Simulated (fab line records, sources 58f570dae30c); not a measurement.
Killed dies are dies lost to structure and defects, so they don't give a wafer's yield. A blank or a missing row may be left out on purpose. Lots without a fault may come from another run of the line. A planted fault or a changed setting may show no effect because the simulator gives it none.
Problem report in the 8D (eight disciplines) form, filled by code | flow berkeley_cmos170 | the parts of the form that need people (team, actions taken, sign-off) are left out

1. THE PROBLEM
V2_POLISHED_THK at UCB170_V2_THK_MEAS_04 reads a mean of 1349.5 nm on 9 wafers of 3 lots; wafers without a fault read 999.9 nm with a standard deviation of 1.2. That is +99 or more standard deviations from the usual mean.
First seen on wafer L247.2, day 10 03:40, on film_metro-04. The record holds 42 wafers of 14 lots with a number at this step. Rule for "out", or "out of limits": more than 4 standard deviations from the usual mean. The other wafers with a number count as sound.

2. WHAT IT IS AND WHAT IT IS NOT
question                    | is                     | is not
which readings at this step | V2_POLISHED_THK        | -
which lots                  | L247, L249, L251       | L238, L239, L240, L241, L242, L243, L245, L250, L255, L258, L261
which wafers of those lots  | all that have a number | -
read on which gauges        | film_metro-04          | film_metro-02, film_metro-03
when                        | from day 10 03:40      | up to then (21 sound wafers); but 12 sound wafers of L250, L255, L258, L261 came after

3. SUSPECTS, AND WHAT RULES EACH OUT
Counting: a tool at a process step up to the reading stays a suspect if it ran every lot that is out and no sound lot after the first of them.
- the gauge at UCB170_V2_THK_MEAS_04: ruled out. All the wafers that are out were read on film_metro-04, but those of them that UCB170_V2_ETCH_14 has rows for are out there too, on other tools.
- cmp-02 at UCB170_V2_CMP_02 (polishes SiO2): kept. It ran every lot that is out, first L247 (day 10 03:14), and no sound lot after that; its last sound lot up to then is L243 (day 8 14:53).
Left after counting: cmp-02 at UCB170_V2_CMP_02.

4. THE CAUSE (what the simulator had put in)
Process parameter drift: cmp-02, from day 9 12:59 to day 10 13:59, at UCB170_V2_CMP_02. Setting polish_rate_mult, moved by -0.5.
Counting left only this tool.

5. THE CHAIN OF EFFECTS, in route order
Each row: a reading whose mean over the struck wafers that have a number lies more than 3 standard deviations from the usual. Only readings for which the record gives a usual standard deviation are gone through. hours: the time from each lot's start at the first step in this table that gives one to its start at this step, as a median over the lots. sigmas: the change in usual standard deviations.
hours | step                  | reading         | usual      | on struck wafers | change | sigmas
0     | UCB170_V2_THK_MEAS_04 | V2_POLISHED_THK | 999.9 nm   | 1349.5           | +349.6 | +99 or more
2     | UCB170_V2_ETCH_14     | oes_product_au  | 0.872 a.u. | 1.002            | +0.130 | +10
The process steps in it:
- UCB170_V2_ETCH_14: etches SiO2 in CHF3/CF4/Ar, stops on Al, target depth 1250 nm, time 291 s.

6. WHAT WOULD HAVE CAUGHT IT SOONER
In this record the first reading out of limits at a measuring or inspecting step was taken at day 10 03:40, 15 hours after the fault began at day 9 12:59.
Of the tool readings at UCB170_V2_CMP_02 for which the record gives a usual standard deviation, none was out on any struck wafer, so an alarm limit of 4 standard deviations on them would not have fired.
Of the lots that are out (3), L251 began UCB170_V2_CMP_02 on cmp-02 after day 10 03:40. A hold on the tool at that time would have spared it.
